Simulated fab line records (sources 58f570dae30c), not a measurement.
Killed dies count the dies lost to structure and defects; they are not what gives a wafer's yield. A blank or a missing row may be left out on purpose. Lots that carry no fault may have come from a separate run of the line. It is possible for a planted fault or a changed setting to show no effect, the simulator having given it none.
Problem report, 8D (eight disciplines) form, completed by code ; flow berkeley_cmos170 ; the parts of the form that need people (team, actions taken, sign-off) are left out

== 1. THE ISSUE ==
Mean ACTIVE_NITRIDE_THK at UCB170_ACTIVE_THK_MEAS_06: 349.1 nm over 6 wafers in 2 lots; fault-free wafers: 220.3 nm, standard deviation 1.7. That puts it +76 standard deviations away from the usual mean.
The first sign was on wafer L290.1 at day 7 09:25, on film_metro-04. The record has a number at this step for 42 wafers belonging to 14 lots. By rule, "out" or "out of limits" means more than 4 standard deviations away from the usual mean. The rest of the wafers with a number are treated as sound.

== 2. WHAT IT IS AND WHAT IT IS NOT ==
question;is;is not
which readings at this step;ACTIVE_NITRIDE_THK;-
which lots;L289, L290;L274, L275, L276, L277, L278, L279, L280, L282, L285, L287, L288, L292
which wafers of those lots;all that have a number;-
read on which gauges;film_metro-03, film_metro-04;film_metro-02
when;from day 7 09:25;"up to then (33 sound wafers); but 3 sound wafers of L292 came after"

== 3. THE SUSPECTS, EACH WITH WHAT RULES IT OUT ==
Counting: a tool stays on the suspect list if, at a process step up to the reading, it processed all lots that are out and no sound lot following the first of them.
- the gauge at UCB170_ACTIVE_THK_MEAS_06: ruled out. The wafers that are out were read on 2 gauges (film_metro-03, film_metro-04).
- lpcvd-01 at UCB170_ACTIVE_CVD_05 (deposits Si3N4 from SiH2Cl2/NH3, target thk 220 nm, time 3300 s): kept. All lots that are out passed through it, beginning with L289 at day 7 07:30, and no sound lot followed; its final sound lot before that point was L287 at day 6 20:40.
Remaining after the count: lpcvd-01 at UCB170_ACTIVE_CVD_05.

== 4. THE CAUSE (what the simulator had put in) ==
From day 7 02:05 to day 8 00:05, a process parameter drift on lpcvd-01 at UCB170_ACTIVE_CVD_05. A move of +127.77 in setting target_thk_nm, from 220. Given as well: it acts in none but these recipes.
This tool alone remained once counting was done.

== 5. SEQUENCE OF EFFECTS, ordered by route ==
Rows list readings where the struck wafers' mean (over those with a number) sits beyond 3 standard deviations from the usual. Only readings for which the record gives a usual standard deviation are gone through. hours: the time from each lot's start at the first step in this table that gives one to its start at this step, as a median over the lots. sigmas: the change in usual standard deviations.
hours;step;reading;usual;on struck wafers;change;sigmas
0;UCB170_ACTIVE_THK_MEAS_06;ACTIVE_NITRIDE_THK;220.3 nm;349.1;+128.8;+76
1;UCB170_ACTIVE_ETCH_15;oes_product_au;0.941 a.u.;0.996;+0.055;+4.3
Here are the process steps it includes:
- UCB170_ACTIVE_ETCH_15: etches Si3N4 in CH3F/Ar/O2, stops on SiO2, target depth 242 nm, time 151 s.

== 6. WHAT WOULD HAVE CAUGHT IT SOONER ==
7 hours passed between the start of the fault at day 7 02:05 and the first reading out of limits at a measuring or inspecting step in this record, taken at day 7 09:25.
No tool reading at UCB170_ACTIVE_CVD_05 that has a usual standard deviation in the record was out on any struck wafer, so an alarm limit of 4 standard deviations on those readings would not have fired.
Lots out: 2; all had begun UCB170_ACTIVE_CVD_05 on lpcvd-01 by day 7 09:25. None of them would have been spared by holding the tool at that moment.
